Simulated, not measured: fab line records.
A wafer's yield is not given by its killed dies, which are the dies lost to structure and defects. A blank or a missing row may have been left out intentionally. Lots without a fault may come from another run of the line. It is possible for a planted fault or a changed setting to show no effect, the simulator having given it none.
Split-lot experiment | flow rit cmos | 5 lots, 23 wafers read, on a route of 202 steps

ABOUT THE SPLIT
At RIT_ACTIVE_OXIDATION_01 (target thk 46.8 nm, ox time 3360 s), the setting ox time s was moved away from the recipe's 3360 s on 20 of the 23 wafers read, by -11.9% to +12.3%. All remaining wafers had this setting at the recipe value.

Split to reading: the file shows no intervening step.

THE READING
Values of ACTIVE_OXIDE_THK in nm from RIT_ACTIVE_THK_MEAS_02. Typical for fault-free wafers on this fab line: 46.8 nm, with standard deviation 0.8 nm.

wafer  | tool, chamber at the split | ox time s as run, s | against the recipe | ACTIVE_OXIDE_THK, nm | against lot-mates on the recipe
L076.1 | -, -                       | 3205                | -4.6%              | 45.7                 | no lot-mate on the recipe
L076.2 | -, -                       | 3205                | -4.6%              | 45.3                 | no lot-mate on the recipe
L076.3 | -, -                       | 3205                | -4.6%              | 45.6                 | no lot-mate on the recipe
L076.5 | -, -                       | 3205                | -4.6%              | 45.2                 | no lot-mate on the recipe
L076.6 | -, -                       | 3205                | -4.6%              | 45.0                 | no lot-mate on the recipe
L078.1 | -, -                       | 2961                | -11.9%             | 42.9                 | no lot-mate on the recipe
L078.2 | -, -                       | 2961                | -11.9%             | 41.9                 | no lot-mate on the recipe
L078.4 | -, -                       | 2961                | -11.9%             | 41.7                 | no lot-mate on the recipe
L078.5 | -, -                       | 2961                | -11.9%             | 42.6                 | no lot-mate on the recipe
L078.6 | -, -                       | 2961                | -11.9%             | 42.3                 | no lot-mate on the recipe
L080.3 | furnace-03, 0              | 3360                | recipe             | 47.7                 | -
L080.5 | furnace-03, 0              | 3360                | recipe             | 47.8                 | -
L080.6 | furnace-03, 0              | 3360                | recipe             | 47.3                 | -
L081.1 | -, -                       | 3578                | +6.5%              | 48.8                 | no lot-mate on the recipe
L081.2 | -, -                       | 3578                | +6.5%              | 49.8                 | no lot-mate on the recipe
L081.4 | -, -                       | 3578                | +6.5%              | 49.1                 | no lot-mate on the recipe
L081.5 | -, -                       | 3578                | +6.5%              | 48.3                 | no lot-mate on the recipe
L081.6 | -, -                       | 3578                | +6.5%              | 48.8                 | no lot-mate on the recipe
L082.2 | -, -                       | 3773                | +12.3%             | 50.6                 | no lot-mate on the recipe
L082.3 | -, -                       | 3773                | +12.3%             | 50.5                 | no lot-mate on the recipe
L082.4 | -, -                       | 3773                | +12.3%             | 50.2                 | no lot-mate on the recipe
L082.5 | -, -                       | 3773                | +12.3%             | 51.3                 | no lot-mate on the recipe
L082.6 | -, -                       | 3773                | +12.3%             | 50.7                 | no lot-mate on the recipe

FIT RESULTS
A straight line over all 23 wafers: ACTIVE_OXIDE_THK changes by +0.343 nm for each +1% of ox time s; r = +0.98; the points scatter about the line by 0.57 nm.
Too few moved wafers have a lot-mate on the recipe to fit a line with each lot's own level taken away.

THE WHOLE CHAIN: every reading that the file lists as answering this split, in the file's order
step                    | what it does                       | reading                                                                             | change (the file's fit)               | r (the file's)
RIT_ACTIVE_OXIDATION_01 | target thk 46.8 nm, ox time 3360 s | SiO2_of_ACTIVE_OXIDATION_01.thk nm (the simulator's own value, which no gauge read) | +0.343 nm for each +1% of the setting | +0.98
RIT_ACTIVE_THK_MEAS_02  |                                    | ACTIVE_OXIDE_THK                                                                    | +0.343 for each +1% of the setting    | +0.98

FILE'S OWN FIT
ACTIVE_OXIDE_THK changes by +0.343 nm for each +1% of ox time s, r = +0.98.
